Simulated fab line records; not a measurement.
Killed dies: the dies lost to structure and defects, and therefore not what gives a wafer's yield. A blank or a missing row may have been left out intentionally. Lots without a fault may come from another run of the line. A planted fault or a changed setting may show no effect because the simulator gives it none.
8D (eight disciplines) problem report, filled in by code ; flow berkeley cmos170 ; the parts of the form that need people (team, actions taken, sign-off) are left out

== 1. THE PROBLEM ==
heater power total W at UCB170_M2_PEB_13 reads a mean of 57.64 W on 6 wafers of 2 lots; wafers without a fault read 56.80 W with a standard deviation of 0.044. That is +19 standard deviations from the usual mean.
The first sign was on wafer L175.2 at day 14 10:37, on litho track-03. Wafers with a number at this step in the record: 42, from 14 lots. Rule for "out", or "out of limits": more than 4 standard deviations from the usual mean. The rest of the wafers with a number are treated as sound.

== 2. WHAT IT IS, WHAT IT ISN'T ==
question;is;is not
which readings at this step;heater power total W;-
which lots;L174, L175;L156, L157, L158, L162, L163, L164, L165, L166, L167, L168, L177, L179
which wafers of those lots;all that have a number;-
read on which tools;litho track-03;litho track-01, litho track-04
when;from day 14 10:37;up to then (36 sound wafers)

== 3. WHAT RULES OUT EACH SUSPECT ==
Counting: a tool at a process step up to the reading stays a suspect if it ran every lot that is out and no sound lot after the first of them.
- litho track-03 at UCB170_M2_PEB_13: kept. Every lot that is out went through it, starting with L175 (day 14 10:37), and after that it ran no sound lot; the last sound lot it ran before then is L167 (day 11 09:20). Out on those wafers are its own readings of heater power total W.
After counting, what remains is litho track-03 at UCB170_M2_PEB_13.

== 4. THE CAUSE (what the simulator had put in) ==
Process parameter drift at UCB170_M2_PEB_13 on litho track-03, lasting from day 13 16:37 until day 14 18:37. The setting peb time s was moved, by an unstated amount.
This tool alone remained once counting was done.

== 5. THE EFFECT CHAIN, in route order ==
Each row: a reading where the mean over the struck wafers with a number is more than 3 standard deviations away from the usual. Only readings whose record carries a usual standard deviation are examined. hours: median over the lots of the time between each lot's start at the first step of this table that gives one and its start at this step. sigmas: the change, counted in usual standard deviations.
hours;step;reading;usual;on struck wafers;change;sigmas
0;UCB170_M2_PEB_13;heater power total W;56.80 W;57.64;+0.84;+19
The process steps in it:
- UCB170_M2_PEB_13
Readings that are blank on the struck wafers while sound wafers have them: plate temp C at UCB170_M2_PEB_13.
Later measuring or inspecting steps at which every struck wafer that the step has a row for has a number for every such reading, and none has moved that far: UCB170_M2_CD_MEAS_15, UCB170_M2_OVL_MEAS_16.

== 6. WHAT WOULD HAVE CAUGHT IT SOONER ==
In this record the first reading out of limits was taken at day 14 10:37, 18 hours after the fault began at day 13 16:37.
